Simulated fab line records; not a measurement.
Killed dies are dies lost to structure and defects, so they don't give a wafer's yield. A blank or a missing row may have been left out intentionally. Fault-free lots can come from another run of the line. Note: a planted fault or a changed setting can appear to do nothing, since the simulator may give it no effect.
fab line records    flow rit_cmos    part 1 of 2: steps 1 to 30 of 42
record: lots: 5  wafers: 15  last_day: 6
route steps=202 shown SPACER@127 NSD@131 PSD@142 SDANNEAL@153 PLDD@159 NLDD@160 SILICIDE@161 CONTACT@168
lots that met no fault: from a run of the same line without faults
start_h: the number of hours between the record's first day and the start of the first shown wafer of the lot    wait_h: how many hours have passed since the lot's step before this one    " identical to the entry in the row above    L1.1+2: a single row standing in for several wafers    - either no value or no given start    * or withheld: withheld    < > ~ a bound
route shown NAME@n: NAME is a module with steps in the file, n the number in the route of the first one    usual: mean/standard deviation of fault-free wafers    same: alike in all rows    chamber/n: place in a boat    sites: the reading at each site    _std_site: standard deviation of those values    _edge_site: the outer-site mean with the inner-site mean subtracted    radius_mm: for every site, how far away it sits from the centre of the wafer    mask NAME#n: copy n    behind: the most recent tool/chamber to have shaped the wafer    hold: what put the lot on hold/how long, in hours/how the hold closed    device: the transistor (n, p or np) that didn't switch    end of line: tests run on the same wafers once the route is complete    step lacking rows: just its recipe    killed: dies lost to structure and defects at the first sort, not the wafer's yield    map: shows each die of a wafer: x if killed, . if not, _ if none is there
set.NAME: the setting the step ran with; set.NAME@STEP: the setting that earlier step ran with    model.NAME: the simulator's own value behind a step, which no gauge read
a table for each step, a row for each wafer; lots at some steps of the route
services: a tool's chamber out of use, with start hour (start_h, from the record's first day; less than 0 if before it), hours out, and reason
== steps ==
step: RIT_SPACER_CLEAN_02
recipe: chemistry: SC2  mix: 3:3:50  time_s: 600  temp_c: 75  dry: n2_spin
lot.wafer   tool          chamber  start_h  wait_h
L075.1+5+6  wet_bench-04  3        53.00    0.0
L077.1+3+4  wet_bench-03  0        59.83    0.0
L082.2+3+4  wet_bench-04  2        84.30    0.0
L083.3+4+6  wet_bench-04  2        90.65    0.0
L091.1+2+5  wet_bench-04  3        128.58   0.0
step: RIT_SPACER_CVD_03
recipe: material: Si3N4  target_thk_nm: 250  temp_c: 810  precursor: SiH2Cl2/NH3  time_s: 3300  pressure_mtorr: 300  sih2cl2_flow_sccm: 60  nh3_flow_sccm: 150
usual: nh3_flow_sccm: 150.0/0.46  spike_tc_centre_C: 813.5/1.2  zone_power_load_pct: 19.9/1.1
lot.wafer  tool      chamber  start_h  wait_h  nh3_flow_sccm  spike_tc_centre_C  zone_power_load_pct
L075.1     lpcvd-01  1        53.17    0.0     149.1          813.7              20.9
L075.5     "         1        "        "       150.2          813.5              21.4
L075.6     "         1        "        "       148.8          813.4              20.8
L077.1     lpcvd-01  1        60.00    0.0     150.4          811.9              20.8
L077.3     "         1        "        "       149.8          810.7              20.8
L077.4     "         1        "        "       150.8          813.8              21.2
L082.2     lpcvd-02  1        84.47    0.0     150.0          813.9              20.8
L082.3     "         1        "        "       149.8          811.8              20.8
L082.4     "         1        "        "       150.1          812.4              21.1
L083.3     lpcvd-02  0        90.83    0.0     150.0          814.2              18.7
L083.4     "         0        "        "       149.8          813.9              18.5
L083.6     "         0        "        "       150.0          813.7              18.3
L091.1     lpcvd-01  1        128.75   0.0     149.9          815.0              20.8
L091.2     "         1        "        "       150.1          813.0              21.0
L091.5     "         1        "        "       150.2          813.5              20.7
step: RIT_SPACER_THK_MEAS_04
recipe: reads: Si3N4_of_SPACER_CVD_03
usual: SPACER_NITRIDE_THK: 249.6/2.5
lot.wafer  tool           chamber  start_h  wait_h  SPACER_NITRIDE_THK[nm]
L075.1     film_metro-02  -        55.09    0.0     248.4
L075.5     "              -        "        "       248.5
L075.6     "              -        "        "       248.4
L077.1     film_metro-03  -        62.88    0.0     250.0
L077.3     "              -        "        "       251.9
L077.4     "              -        "        "       250.5
L082.2     film_metro-03  -        86.40    0.0     248.6
L082.3     "              -        "        "       247.7
L082.4     "              -        "        "       248.1
L083.3     film_metro-02  -        92.77    0.0     251.5
L083.4     "              -        "        "       251.4
L083.6     "              -        "        "       252.7
L091.1     film_metro-02  -        133.07   0.0     253.0
L091.2     "              -        "        "       254.9
L091.5     "              -        "        "       250.4
step: RIT_SPACER_ETCHBACK_05
recipe: target_depth_a: 2500  SF6_flow_sccm: 30  CHF3_flow_sccm: 30  target: Si3N4  chemistry: SF6/CHF3  pressure_mtorr: 40  rf_w: 250  time_s: 240  stop_on: SiO2
usual: CHF3_flow_sccm: 29.99/0.09  drypump_motor_current_A: 5.3/0.48  oes_product_au: 0.845/0.016  throttle_valve_pct: 10.29/0.12
lot.wafer  tool         chamber  start_h  wait_h  CHF3_flow_sccm  drypump_motor_current_A  oes_product_au  rf_hours_counter_h  throttle_valve_pct
L075.1     rie_diel-04  1        55.15    0.1     29.97           5.0                      0.832           38                  10.20
L075.5     "            2        "        "       29.98           5.1                      0.838           -                   10.29
L075.6     "            1        "        "       29.91           5.0                      0.836           -                   10.19
L077.1     rie_diel-04  1        62.94    0.1     30.16           5.0                      0.827           38                  10.21
L077.3     "            0        "        "       30.02           6.2                      0.868           5                   10.17
L077.4     "            2        "        "       30.08           5.1                      0.839           3                   10.27
L082.2     rie_diel-01  3        86.45    0.0     30.06           4.9                      0.847           147                 10.10
L082.3     "            0        "        "       29.90           4.8                      0.820           33                  10.33
L082.4     "            1        "        "       30.00           4.7                      0.840           16                  10.26
L083.3     rie_diel-01  2        92.81    0.0     30.04           5.7                      0.870           1                   10.30
L083.4     "            3        "        "       29.85           5.0                      0.855           147                 10.13
L083.6     "            3        "        "       29.79           5.0                      0.866           -                   10.12
L091.1     rie_diel-04  0        133.13   0.1     30.03           6.3                      0.872           6                   10.19
L091.2     "            1        "        "       30.00           5.0                      0.855           39                  10.21
L091.5     "            2        "        "       30.09           5.1                      0.834           -                   10.29
step: RIT_NSD_HMDS_00
recipe: prime_time_s: 60  prime_temp_c: 140
lot.wafer   tool            chamber  start_h  wait_h
L075.1+5+6  litho_track-04  0        55.30    0.1
L077.1+3+4  litho_track-01  0        63.12    0.1
L082.2+3+4  litho_track-01  0        86.62    0.1
L083.3+4+6  litho_track-04  0        93.01    0.1
L091.1+2+5  litho_track-04  0        133.28   0.1
step: RIT_NSD_COAT_01
recipe: resist: NOVOLAK  spin_rpm: 3250  resist_thk_nm: 1000
usual: spin_speed_rpm: 3249.6/1.8
lot.wafer  tool            chamber  start_h  wait_h  spin_speed_rpm
L075.1     litho_track-04  0        55.45    0.1     3249.7
L075.5     "               0        "        "       3250.3
L075.6     "               0        "        "       3251.0
L077.1     litho_track-01  0        63.27    0.1     3250.2
L077.3     "               0        "        "       3249.7
L077.4     "               0        "        "       3250.3
L082.2     litho_track-01  0        86.77    0.1     3247.6
L082.3     "               0        "        "       3248.1
L082.4     "               0        "        "       3249.1
L083.3     litho_track-04  0        93.16    0.1     3249.8
L083.4     "               0        "        "       3247.7
L083.6     "               0        "        "       3247.7
L091.1     litho_track-04  0        133.43   0.1     3246.9
L091.2     "               0        "        "       3253.5
L091.5     "               0        "        "       3249.0
step: RIT_NSD_SOFTBAKE_02
recipe: resist: NOVOLAK  temp_c: 90  time_s: 60
lot.wafer   tool            chamber  start_h  wait_h
L075.1+5+6  litho_track-04  0        55.60    0.1
L077.1+3+4  litho_track-01  0        63.42    0.1
L082.2+3+4  litho_track-01  0        86.92    0.1
L083.3+4+6  litho_track-04  0        93.31    0.1
L091.1+2+5  litho_track-04  0        133.58   0.1
step: RIT_NSD_EXPOSE_03
recipe: mask_id: M9  na: 0.57  target_cd_nm: 40700  dose_mj: 250
usual: focus_offset_nm: 0.0/0.63  stage_vel_mm_s: 499.96/0.26
lot.wafer  tool              chamber  start_h  wait_h  mask  focus_offset_nm  stage_vel_mm_s
L075.1     iline_stepper-01  0        55.88    0.2     M9#0  0.4              500.02
L075.5     "                 0        "        "       M9#0  0.6              499.82
L075.6     "                 0        "        "       M9#0  0.7              499.84
L077.1     iline_stepper-01  0        63.80    0.4     M9#0  0.5              499.79
L077.3     "                 0        "        "       M9#0  0.0              499.66
L077.4     "                 0        "        "       M9#0  0.7              499.64
L082.2     iline_stepper-02  0        87.07    0.1     M9#0  -1.1             500.19
L082.3     "                 0        "        "       M9#0  -0.8             500.29
L082.4     "                 0        "        "       M9#0  -0.3             499.97
L083.3     iline_stepper-02  0        93.45    0.1     M9#0  0.9              499.99
L083.4     "                 0        "        "       M9#0  0.6              500.22
L083.6     "                 0        "        "       M9#0  1.6              500.15
L091.1     iline_stepper-02  0        133.89   0.3     M9#0  -0.3             499.99
L091.2     "                 0        "        "       M9#0  1.1              500.07
L091.5     "                 0        "        "       M9#0  0.2              500.08
step: RIT_NSD_PEB_04
recipe: resist: NOVOLAK  temp_c: withheld  time_s: withheld
lot.wafer   tool            chamber  start_h  wait_h
L075.1+5+6  litho_track-04  0        55.99    0.1
L077.1+3+4  litho_track-01  0        63.96    0.1
L082.2+3+4  litho_track-02  0        87.19    0.1
L083.3+4+6  litho_track-04  0        93.57    0.1
L091.1+2+5  litho_track-04  0        134.01   0.1
step: RIT_NSD_DEVELOP_05
recipe: resist: NOVOLAK  develop_time_s: 50  dev_temp_c: 23
lot.wafer   tool            chamber  start_h  wait_h
L075.1+5+6  litho_track-04  0        -        -
L077.1+3+4  litho_track-01  0        -        -
L082.2+3+4  litho_track-02  0        -        -
L083.3+4+6  litho_track-04  0        -        -
L091.1+2+5  litho_track-04  0        -        -
step: RIT_NSD_OVL_MEAS_06
usual: NSD_OVL: -0.4/1.3
lot.wafer  tool        chamber  start_h  wait_h  NSD_OVL[nm]
L075.1     overlay-02  -        56.28    -       0.8
L075.5     "           -        "        "       1.4
L075.6     "           -        "        "       2.1
L077.1     overlay-02  -        64.25    -       -1.3
L077.3     "           -        "        "       -1.6
L077.4     "           -        "        "       0.4
L082.2     overlay-01  -        87.45    -       -1.5
L082.3     "           -        "        "       -1.1
L082.4     "           -        "        "       -0.8
L083.3     overlay-02  -        93.82    -       -2.4
L083.4     "           -        "        "       -2.3
L083.6     "           -        "        "       -3.6
L091.1     overlay-02  -        134.29   -       0.5
L091.2     "           -        "        "       -0.8
L091.5     "           -        "        "       1.0
step: RIT_NSD_HARDBAKE_07
recipe: resist: NOVOLAK  temp_c: 140  time_s: 60
lot.wafer   tool            chamber  start_h  wait_h
L075.1+5+6  litho_track-02  0        56.31    0.0
L077.1+3+4  litho_track-02  0        64.28    0.0
L082.2+3+4  litho_track-02  0        87.51    0.0
L083.3+4+6  litho_track-01  0        93.89    0.1
L091.1+2+5  litho_track-04  0        134.33   0.0
step: RIT_NSD_IMPLANT_08
recipe: species: P  energy_kev: 25  dose_cm2: 1e+15  tilt_deg: 7
usual: dose_ions_cm2: 1.0001e+15/1e+12
lot.wafer  tool          chamber  start_h  wait_h  dose_ions_cm2
L075.1     implanter-04  0        56.46    0.1     1.0003e+15
L075.5     "             0        "        "       9.995e+14
L075.6     "             0        "        "       9.998e+14
L077.1     implanter-04  0        64.43    0.1     9.999e+14
L077.3     "             0        "        "       1.0001e+15
L077.4     "             0        "        "       9.998e+14
L082.2     implanter-03  0        87.66    0.1     9.978e+14
L082.3     "             0        "        "       1.0005e+15
L082.4     "             0        "        "       1.0001e+15
L083.3     implanter-04  0        94.04    0.1     9.994e+14
L083.4     "             0        "        "       1.0002e+15
L083.6     "             0        "        "       9.99e+14
L091.1     implanter-03  0        134.48   0.1     1.0019e+15
L091.2     "             0        "        "       9.995e+14
L091.5     "             0        "        "       1.002e+15
step: RIT_NSD_STRIP_09
recipe: chemistry: O2  time_s: 180  resist: NOVOLAK  platen_temp_c: withheld  power_w: 500  pressure_mtorr: 4000  o2_flow_sccm: 4000
usual: drypump_motor_current_A: 5.4/0.49
lot.wafer  tool             chamber  start_h  wait_h  drypump_motor_current_A  rf_hours_counter_h
L075.1     plasma_asher-04  0        56.61    0.1     6.2                      43
L075.5     "                1        "        "       4.7                      -
L075.6     "                0        "        "       6.2                      -
L077.1     plasma_asher-02  0        64.58    0.1     5.9                      23
L077.3     "                1        "        "       5.5                      -
L077.4     "                0        "        "       5.9                      -
L082.2     plasma_asher-01  1        87.78    0.1     5.0                      47
L082.3     "                1        "        "       5.0                      -
L082.4     "                0        "        "       5.4                      -
L083.3     plasma_asher-04  1        94.20    0.1     4.7                      -
L083.4     "                0        "        "       6.2                      -
L083.6     "                1        "        "       4.7                      -
L091.1     plasma_asher-04  1        134.63   0.1     4.7                      52
L091.2     "                0        "        "       6.2                      52
L091.5     "                1        "        "       4.7                      -
step: RIT_NSD_TW_MEAS_10
usual: NSD_TW: 3083/30
lot.wafer  tool           chamber  start_h  wait_h  NSD_TW
L075.1     film_metro-03  -        56.79    0.1     3066
L075.5     "              -        "        "       3054
L075.6     "              -        "        "       3079
L077.1     film_metro-04  -        64.76    0.1     3109
L077.3     "              -        "        "       3097
L077.4     "              -        "        "       3113
L082.2     film_metro-03  -        87.97    0.1     3081
L082.3     "              -        "        "       3074
L082.4     "              -        "        "       3077
L083.3     film_metro-04  -        94.34    0.1     3113
L083.4     "              -        "        "       3120
L083.6     "              -        "        "       3110
L091.1     film_metro-03  -        134.80   0.1     3073
L091.2     "              -        "        "       3053
L091.5     "              -        "        "       3062
step: RIT_PSD_HMDS_00
recipe: prime_time_s: 60  prime_temp_c: 140
lot.wafer   tool            chamber  start_h  wait_h
L075.1+5+6  litho_track-03  0        56.96    0.2
L077.1+3+4  litho_track-03  0        64.82    0.1
L082.2+3+4  litho_track-01  0        88.04    0.1
L083.3+4+6  litho_track-04  0        94.43    0.1
L091.1+2+5  litho_track-03  0        134.86   0.1
step: RIT_PSD_COAT_01
recipe: resist: NOVOLAK  spin_rpm: 3250  resist_thk_nm: 1000
usual: spin_speed_rpm: 3249.7/2
lot.wafer  tool            chamber  start_h  wait_h  spin_speed_rpm
L075.1     litho_track-03  0        57.11    0.1     3248.3
L075.5     "               0        "        "       3248.2
L075.6     "               0        "        "       3249.7
L077.1     litho_track-03  0        64.97    0.1     3250.4
L077.3     "               0        "        "       3248.3
L077.4     "               0        "        "       3249.7
L082.2     litho_track-01  0        88.19    0.1     3247.4
L082.3     "               0        "        "       3251.7
L082.4     "               0        "        "       3247.8
L083.3     litho_track-04  0        94.58    0.1     3248.7
L083.4     "               0        "        "       3248.5
L083.6     "               0        "        "       3250.4
L091.1     litho_track-03  0        135.01   0.1     3251.6
L091.2     "               0        "        "       3248.5
L091.5     "               0        "        "       3251.9
step: RIT_PSD_SOFTBAKE_02
recipe: resist: NOVOLAK  temp_c: 90  time_s: 60
lot.wafer   tool            chamber  start_h  wait_h
L075.1+5+6  litho_track-03  0        57.26    0.1
L077.1+3+4  litho_track-03  0        65.12    0.1
L082.2+3+4  litho_track-01  0        88.34    0.1
L083.3+4+6  litho_track-04  0        94.73    0.1
L091.1+2+5  litho_track-03  0        135.16   0.1
step: RIT_PSD_EXPOSE_03
recipe: mask_id: M10  na: 0.57  target_cd_nm: 40900  dose_mj: 250
usual: focus_offset_nm: 0.0/0.53  stage_vel_mm_s: 499.98/0.25
lot.wafer  tool              chamber  start_h  wait_h  mask   focus_offset_nm  stage_vel_mm_s
L075.1     iline_stepper-02  0        57.60    0.3     M10#0  -0.2             499.72
L075.5     "                 0        "        "       M10#0  -0.4             499.98
L075.6     "                 0        "        "       M10#0  0.9              500.12
L077.1     iline_stepper-02  0        65.27    0.1     M10#0  0.4              499.92
L077.3     "                 0        "        "       M10#0  0.6              499.61
L077.4     "                 0        "        "       M10#0  0.7              499.80
L082.2     iline_stepper-01  0        88.61    0.2     M10#0  1.3              499.97
L082.3     "                 0        "        "       M10#0  0.2              500.05
L082.4     "                 0        "        "       M10#0  0.3              500.37
L083.3     iline_stepper-01  0        94.87    0.1     M10#0  0.6              499.63
L083.4     "                 0        "        "       M10#0  -0.2             499.60
L083.6     "                 0        "        "       M10#0  -0.2             499.89
L091.1     iline_stepper-02  0        135.31   0.1     M10#0  -0.3             499.52
L091.2     "                 0        "        "       M10#0  -0.1             500.06
L091.5     "                 0        "        "       M10#0  -0.3             499.95
step: RIT_PSD_PEB_04
recipe: resist: NOVOLAK  temp_c: withheld  time_s: withheld
lot.wafer   tool            chamber  start_h  wait_h
L075.1+5+6  litho_track-01  0        57.77    0.1
L077.1+3+4  litho_track-04  0        65.38    0.1
L082.2+3+4  litho_track-03  0        88.74    0.1
L083.3+4+6  litho_track-04  0        95.33    0.4
L091.1+2+5  litho_track-04  0        135.43   0.1
step: RIT_PSD_DEVELOP_05
recipe: resist: NOVOLAK  develop_time_s: 50  dev_temp_c: 23
lot.wafer   tool            chamber  start_h  wait_h
L075.1+5+6  litho_track-01  0        -        -
L077.1+3+4  litho_track-04  0        -        -
L082.2+3+4  litho_track-03  0        -        -
L083.3+4+6  litho_track-04  0        -        -
L091.1+2+5  litho_track-04  0        -        -
step: RIT_PSD_OVL_MEAS_06
usual: PSD_OVL: -0.8/1.3
lot.wafer  tool        chamber  start_h  wait_h  PSD_OVL[nm]
L075.1     overlay-01  -        58.06    -       2.0
L075.5     "           -        "        "       -0.5
L075.6     "           -        "        "       0.1
L077.1     overlay-01  -        65.67    -       -3.1
L077.3     "           -        "        "       -2.5
L077.4     "           -        "        "       -2.7
L082.2     overlay-02  -        89.00    -       -2.3
L082.3     "           -        "        "       -0.9
L082.4     "           -        "        "       -3.1
L083.3     overlay-02  -        95.57    -       -0.3
L083.4     "           -        "        "       -0.8
L083.6     "           -        "        "       -1.4
L091.1     overlay-02  -        135.71   -       -0.4
L091.2     "           -        "        "       -1.0
L091.5     "           -        "        "       -2.4
step: RIT_PSD_HARDBAKE_07
recipe: resist: NOVOLAK  temp_c: 140  time_s: 60
lot.wafer   tool            chamber  start_h  wait_h
L075.1+5+6  litho_track-04  0        58.09    0.0
L077.1+3+4  litho_track-04  0        65.70    0.0
L082.2+3+4  litho_track-03  0        89.06    0.0
L083.3+4+6  litho_track-01  0        95.65    0.1
L091.1+2+5  litho_track-03  0        135.75   0.0
step: RIT_PSD_IMPLANT_08
recipe: species: BF2  energy_kev: 27  dose_cm2: 5e+15  tilt_deg: 7
usual: dose_ions_cm2: 5e+15/5.9e+12
lot.wafer  tool          chamber  start_h  wait_h  dose_ions_cm2
L075.1     implanter-01  0        58.24    0.1     5.008e+15
L075.5     "             0        "        "       5.003e+15
L075.6     "             0        "        "       5.009e+15
L077.1     implanter-01  0        65.85    0.1     4.996e+15
L077.3     "             0        "        "       4.992e+15
L077.4     "             0        "        "       4.994e+15
L082.2     implanter-02  0        89.21    0.1     5.001e+15
L082.3     "             0        "        "       5.002e+15
L082.4     "             0        "        "       4.995e+15
L083.3     implanter-01  0        95.80    0.1     5.005e+15
L083.4     "             0        "        "       4.998e+15
L083.6     "             0        "        "       5.007e+15
L091.1     implanter-02  0        135.90   0.1     4.996e+15
L091.2     "             0        "        "       4.994e+15
L091.5     "             0        "        "       5.001e+15
step: RIT_PSD_STRIP_09
recipe: chemistry: O2  time_s: 180  resist: NOVOLAK  platen_temp_c: withheld  power_w: 500  pressure_mtorr: 4000  o2_flow_sccm: 4000
usual: drypump_motor_current_A: 5.5/0.61
lot.wafer  tool             chamber  start_h  wait_h  drypump_motor_current_A  rf_hours_counter_h
L075.1     plasma_asher-03  1        58.39    0.1     6.6                      42
L075.5     "                0        "        "       5.6                      -
L075.6     "                1        "        "       6.6                      -
L077.1     plasma_asher-03  0        66.00    0.1     5.5                      43
L077.3     "                0        "        "       5.6                      -
L077.4     "                1        "        "       6.6                      -
L082.2     plasma_asher-03  1        89.33    0.1     6.5                      45
L082.3     "                1        "        "       6.5                      -
L082.4     "                0        "        "       5.5                      -
L083.3     plasma_asher-03  0        95.96    0.1     5.6                      -
L083.4     "                1        "        "       6.6                      -
L083.6     "                0        "        "       5.5                      -
L091.1     plasma_asher-04  1        136.05   0.1     4.7                      52
L091.2     "                0        "        "       6.2                      52
L091.5     "                1        "        "       4.7                      -
step: RIT_PSD_TW_MEAS_10
usual: PSD_TW: 3385/35
lot.wafer  tool           chamber  start_h  wait_h  PSD_TW
L075.1     film_metro-03  -        58.57    0.1     3387
L075.5     "              -        "        "       3367
L075.6     "              -        "        "       3368
L077.1     film_metro-04  -        66.18    0.1     3422
L077.3     "              -        "        "       3410
L077.4     "              -        "        "       3408
L082.2     film_metro-01  -        89.52    0.1     3350
L082.3     "              -        "        "       3343
L082.4     "              -        "        "       3322
L083.3     film_metro-04  -        96.09    0.1     3411
L083.4     "              -        "        "       3420
L083.6     "              -        "        "       3420
L091.1     film_metro-01  -        136.22   0.1     3316
L091.2     "              -        "        "       3329
L091.5     "              -        "        "       3342
step: RIT_SDANNEAL_CLEAN_00
recipe: chemistry: SC1  mix: 3:3:50  time_s: 600  temp_c: 75
lot.wafer   tool          chamber  start_h  wait_h
L075.1+5+6  wet_bench-02  1        58.63    0.1
L077.1+3+4  wet_bench-03  2        66.24    0.1
L082.2+3+4  wet_bench-02  3        89.57    0.0
L083.3+4+6  wet_bench-02  0        96.13    0.0
L091.1+2+5  wet_bench-01  3        136.28   0.1
step: RIT_SDANNEAL_CLEAN_01
recipe: chemistry: dHF  dilution: 50:1  time_s: 30
lot.wafer   tool          chamber  start_h  wait_h
L075.1+5+6  wet_bench-02  2        58.82    0.0
L077.1+3+4  wet_bench-02  2        66.41    0.0
L082.2+3+4  wet_bench-03  3        89.74    0.0
L083.3+4+6  wet_bench-03  2        96.31    0.0
L091.1+2+5  wet_bench-03  0        136.47   0.0
step: RIT_SDANNEAL_CLEAN_02
recipe: chemistry: SC2  mix: 3:3:50  time_s: 600  temp_c: 75  dry: n2_spin
lot.wafer   tool          chamber  start_h  wait_h
L075.1+5+6  wet_bench-02  3        58.84    0.0
L077.1+3+4  wet_bench-03  1        66.43    0.0
L082.2+3+4  wet_bench-02  3        89.76    0.0
L083.3+4+6  wet_bench-02  3        96.32    0.0
L091.1+2+5  wet_bench-01  3        136.49   0.0
step: RIT_SDANNEAL_RTA_03
recipe: temp_c: 1050  time_s: 5  idle_temp_c: 600  ramp_up_c_per_s: 342  ramp_down_c_per_s: 171  cool_to_c: 600  ambient: N2
usual: wafer_temp_C_max: 1053.6/1.2
lot.wafer  tool           chamber  start_h  wait_h  wafer_temp_C_max
L075.1     rtp_anneal-01  0        59.03    0.0     1051.4
L075.5     "              0        "        "       1055.1
L075.6     "              0        "        "       1053.5
L077.1     rtp_anneal-01  0        66.61    0.0     1054.6
L077.3     "              0        "        "       1053.3
L077.4     "              0        "        "       1052.4
L082.2     rtp_anneal-02  0        89.94    0.0     1054.3
L082.3     "              0        "        "       1053.1
L082.4     "              0        "        "       1056.2
L083.3     rtp_anneal-01  0        96.52    0.0     1052.8
L083.4     "              0        "        "       1053.2
L083.6     "              0        "        "       1054.8
L091.1     rtp_anneal-01  0        136.68   0.0     1052.8
L091.2     "              0        "        "       1051.5
L091.5     "              0        "        "       1054.2
